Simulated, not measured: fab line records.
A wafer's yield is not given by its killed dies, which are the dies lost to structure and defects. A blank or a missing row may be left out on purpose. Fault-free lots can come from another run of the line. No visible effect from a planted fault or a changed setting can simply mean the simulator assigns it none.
Comparing a struck lot with a sound one ; flow berkeleyCmos170 ; 42 out of 331 route steps
Sound: these wafers, L770.1, L770.3, L770.4. Struck: wafers L758.2, L758.3, L758.6. The cause is named last.
Each step with rows lists, per side, the tool, then ch with its chambers, then its first start. Under that, the readings that differ: sound wafers ; struck wafers ; difference of the means ; sigmas: that difference in standard deviations of wafers without a fault.
alike: words and numbers the same on both sides, and readings whose means are apart by under 2 such deviations; not compared: readings that were withheld, readings missing a value for some wafer, numbers with overlapping values and no deviation given by the record, and bounds like >300 which may hide the same value.
Wherever a step has rows on one side only, a row that says differs or no value, or a row with sigmas, the two part there. When numbers do not overlap yet have no deviation, they are printed without sigmas and do not part them. A reading that every wafer of one side lacks parts them only if that side has two wafers or more.

UCB170_START_BOW_MEAS_00:
  sound on filmMetro-01 at day 5 14:00; struck on filmMetro-04 at day 3 02:01
  alike: INCOMING_BOW
then, 2 steps without rows for these wafers: UCB170_START_CLEAN_01 (cleans in dHF, time 60 s); UCB170_START_OXIDATION_02 (target thk 20 nm, ox time 1800 s).
UCB170_START_THK_MEAS_03:
  sound on filmMetro-04 at day 5 18:33; struck on filmMetro-01 at day 3 07:38
  alike: START_OXIDE_THK
then, 7 steps without rows for these wafers: UCB170_START_ANNEAL_04 (time 1200 s); UCB170_ZERO_HMDS_00 (prime time 60 s); UCB170_ZERO_COAT_01 (resist thk 900 nm); UCB170_ZERO_SOFTBAKE_02 (time 57.63 s); UCB170_ZERO_EXPOSE_03 (exposes mask PM MARKS, target cd 4000 nm); UCB170_ZERO_PEB_04; UCB170_ZERO_DEVELOP_05 (develop time 45 s).
UCB170_ZERO_ETCH_06: etches SiO2 in CHF3/CF4/Ar, time 12 s.
  sound on rieDiel-01 ch 0,2,3, day 6 01:48; struck on rieDiel-01 ch 0,3, day 3 15:03
  alike: drypumpMotorCurrentA, oesProductAu, throttleValvePct
  not compared: rfHoursCounterH
UCB170_ZERO_STRIP_07: strips in O2.
  sound on plasmaAsher-02 ch 0,1, day 6 01:50; struck on plasmaAsher-03 ch 0,1, day 3 15:04
reading;sound;struck;difference;sigmas
drypumpMotorCurrentA (A);4.8 5.4 4.8;6.6 6.3 6.6;+1.5;+2
  alike: o2FlowSccm, oesProductAu, stripTimeToEndpointS
  not compared: rfHoursCounterH
then, 2 steps without rows for these wafers: UCB170_NWELL_WET_ETCH_00 (etches SiO2 in dHF, time 200 s); UCB170_NWELL_OXIDATION_01 (target thk 26.4 nm, ox time 1260 s).
UCB170_NWELL_THK_MEAS_02:
  sound on filmMetro-02 at day 6 08:40; struck on filmMetro-01 at day 3 23:22
  alike: NWELL_OXIDE_THK
then, 2 steps without rows for these wafers: UCB170_NWELL_ANNEAL_03 (time 900 s); UCB170_NWELL_CVD_04 (deposits Si3N4 from SiH2Cl2/NH3, target thk 224 nm, time 3360 s).
UCB170_NWELL_THK_MEAS_05:
  sound on filmMetro-03 at day 6 17:32; struck on filmMetro-01 at day 4 07:32
reading;sound;struck;difference;sigmas
NWELL_NITRIDE_THK (nm);224.8 224.6 225.2;219.7 222.7 219.0;-4.4;-2
then, 6 steps without rows for these wafers: UCB170_NWELL_HMDS_06 (prime time 60 s); UCB170_NWELL_COAT_07 (resist thk 905.3 nm); UCB170_NWELL_SOFTBAKE_08 (time 60 s); UCB170_NWELL_EXPOSE_09 (exposes mask NWELL, target cd 3000 nm); UCB170_NWELL_PEB_10; UCB170_NWELL_DEVELOP_11 (develop time 45 s).
UCB170_NWELL_OVL_MEAS_12:
  sound on overlay-01 at day 6 18:26; struck on overlay-01 at day 4 08:47
  alike: NWELL_OVL
UCB170_NWELL_ETCH_13: etches Si3N4 in CH3F/Ar/O2, stops on SiO2, target depth 246.4 nm, time 154 s.
  sound on rieDiel-02 ch 0,2,3, day 6 18:28; struck on rieDiel-01 ch 0,1,3, day 4 08:49
  alike: drypumpMotorCurrentA, oesProductAu, throttleValvePct
  not compared: rfHoursCounterH
then, 1 step without rows for these wafers: UCB170_NWELL_IMPLANT_14.
UCB170_NWELL_STRIP_15: strips in O2.
  sound on plasmaAsher-04 ch 0,1, day 6 18:43; struck on plasmaAsher-02 ch 0,1, day 4 09:04
  alike: drypumpMotorCurrentA, o2FlowSccm, oesProductAu, stripTimeToEndpointS
  not compared: rfHoursCounterH
UCB170_NWELL_TW_MEAS_16:
  sound on filmMetro-01 at day 6 18:49; struck on filmMetro-02 at day 4 09:10
reading;sound;struck;difference;sigmas
NWELL_TW;1263 1261 1265;1230 1234 1229;-32;-3
then, 6 steps without rows for these wafers: UCB170_NWELL_CLEAN_17 (cleans in SPM, time 600 s); UCB170_NWELL_WET_ETCH_18 (etches Si3N4 in H3PO4, time 14400 s); UCB170_NWELL_WET_ETCH_19 (etches SiO2 in BOE, time 22 s); UCB170_PWELL_CLEAN_00 (cleans in SPM, time 600 s); UCB170_PWELL_CLEAN_01 (cleans in dHF, time 60 s); UCB170_PWELL_OXIDATION_02 (target thk 26.4 nm, ox time 1260 s).
UCB170_PWELL_THK_MEAS_03:
  sound on filmMetro-04 at day 7 07:31; struck on filmMetro-01 at day 4 19:24
  alike: PWELL_OXIDE_THK
then, 2 steps without rows for these wafers: UCB170_PWELL_ANNEAL_04 (time 900 s); UCB170_PWELL_CVD_05 (deposits Si3N4 from SiH2Cl2/NH3, target thk 220 nm, time 3300 s).
UCB170_PWELL_THK_MEAS_06:
  sound on filmMetro-02 at day 7 13:37; struck on filmMetro-04 at day 5 02:47
  alike: PWELL_NITRIDE_THK
then, 1 step without rows for these wafers: UCB170_PWELL_HMDS_07 (prime time 60 s).
-- the record jumps here: 7 days lie between the struck wafers' starts before and after (it left off in module PWELL and takes up again in module M3, whose first step shown is number 331 of the route) --
UCB170_M3_PROBE_99:
  rows exist in the record for the struck wafers here (prober-02, day 11 15:40), but not for the sound ones

## WHERE THEY PART
At UCB170_ZERO_STRIP_07 first; at UCB170_M3_PROBE_99 last (within this record only).

WHY: the cause the simulator had injected
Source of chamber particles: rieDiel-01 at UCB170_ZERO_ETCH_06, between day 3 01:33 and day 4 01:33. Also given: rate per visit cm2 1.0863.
